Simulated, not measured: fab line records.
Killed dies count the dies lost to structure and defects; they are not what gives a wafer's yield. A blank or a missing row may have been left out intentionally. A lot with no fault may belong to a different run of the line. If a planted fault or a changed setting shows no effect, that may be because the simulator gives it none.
Chamber matching | flow berkeley cmos170 | UCB170_M1_ETCH_11 on rie diel-03: 4 sister chambers
The step etches BARC in N2/H2. 8 wafers are shown with their chamber, then 8 later ones without.

== EACH WAFER AND ITS CHAMBER ==
wafer  | chamber | throttle valve pct (%) | drypump motor current A (A)
L506.1 | 3       | 12.96                  | 5.4
L506.6 | 3       | 12.98                  | 5.5
L509.4 | 0       | 13.22                  | 5.9
L509.5 | 2       | 13.26                  | 5.8
L508.2 | 0       | 13.23                  | 5.8
L508.5 | 1       | 13.29                  | 5.2
L508.6 | 2       | 13.28                  | 5.8
L516.2 | 1       | 13.29                  | 5.2

== WAFERS WITHOUT THEIR CHAMBER ==
wafer  | throttle valve pct (%) | drypump motor current A (A)
L516.4 | 13.24                  | 5.9
L516.6 | 12.97                  | 5.5
L521.2 | 12.97                  | 5.4
L521.4 | 13.23                  | 5.9
L521.6 | 12.97                  | 5.5
L520.1 | 13.23                  | 5.9
L520.3 | 13.29                  | 5.2
L520.4 | 12.98                  | 5.5

== THE CHAMBER EACH PASSED THROUGH ==
wafer  | from the rows above     | in truth
L516.4 | can't be placed: 0 or 2 | 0
L516.6 | 3                       | 3
L521.2 | 3                       | 3
L521.4 | 0                       | 0
L521.6 | 3                       | 3
L520.1 | 0                       | 0
L520.3 | 1                       | 1
L520.4 | 3                       | 3
Placed correctly: 7 of 8. From these rows, 1 cannot be placed; in 1 the true chamber is one of the candidates. Placed wrongly: 0.
How it was worked out, from the rows above alone: a wafer's distance from a chamber is the root of the sum, over the readings, of the square of ((its reading less the chamber's mean) divided by the reading's scatter). The wafer belongs to the nearest chamber; if the next one is less than 2 further off, it can't be placed. The mean given for a chamber averages the wafers shown for that chamber. The scatter: the root of (the sum of the squares of (reading less its chamber's mean) over the shown wafers, divided by (wafers less chambers)).
